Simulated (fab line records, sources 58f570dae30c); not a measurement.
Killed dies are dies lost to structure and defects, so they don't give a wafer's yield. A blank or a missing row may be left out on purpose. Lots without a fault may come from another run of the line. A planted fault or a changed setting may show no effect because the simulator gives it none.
Which tool did it? | flow berkeley_cmos170 | 6 lots, 18 wafers sampled, at 2 steps of a route of 331

WHAT THE GAUGES READ, wafer by wafer
UCB170_NVT_OVL_MEAS_06.
lot  | measured    | on         | NVT_OVL (nm)
L981 | day 6 15:49 | overlay-02 | -8 -15 -6
L982 | day 7 07:38 | overlay-02 | -3 -1 -3
L984 | day 7 14:27 | overlay-02 | -13 -11 -7
L985 | day 8 02:47 | overlay-02 | -1 -8 -4
L993 | day 9 06:21 | overlay-01 | 291 287 287
L995 | day 9 13:03 | overlay-01 | 291 287 287

WHICH TOOL RAN EACH LOT (tool, then ch and the chambers of the sampled wafers, then the start)
lot  | UCB170_NVT_EXPOSE_03
L981 | krf_scanner-01 ch 0, day 6 15:26
L982 | krf_scanner-02 ch 0, day 7 07:15
L984 | krf_scanner-02 ch 0, day 7 13:54
L985 | krf_scanner-02 ch 0, day 8 02:24
L993 | krf_scanner-01 ch 0, day 9 05:58
L995 | krf_scanner-01 ch 0, day 9 12:35
- UCB170_NVT_EXPOSE_03: exposes mask PWELL, target cd 3000 nm.

THE ANSWER, worked out from the rows above alone
Rule: what is usual is taken from the lots themselves. Put in order of their means at a reading, lots are off if they are a third of the lots or fewer, leave a main group of 4 or more, and stand apart from it by a gap of 3 or more times the standard deviation of the main group's means; of several such gaps the widest counts. A main group whose means are all the same, to the digits that the tables above print for the reading, isn't used. A lot without any number at a reading at which 4 lots or more have one is off too. The other lots that the step has rows for count as sound.
Off: L993, L995, at UCB170_NVT_OVL_MEAS_06 (NVT_OVL). The main group: mean -7 nm, standard deviation 3.4.
A tool fits if, at a process step before that reading, it ran every lot that is off, and no sound lot after the first of them. The gauges at UCB170_NVT_OVL_MEAS_06 are tried like those tools. Can't be told from this: 2 tools fit, krf_scanner-01 at UCB170_NVT_EXPOSE_03, overlay-01 at UCB170_NVT_OVL_MEAS_06.

WHAT THE SIMULATOR HAD PUT IN
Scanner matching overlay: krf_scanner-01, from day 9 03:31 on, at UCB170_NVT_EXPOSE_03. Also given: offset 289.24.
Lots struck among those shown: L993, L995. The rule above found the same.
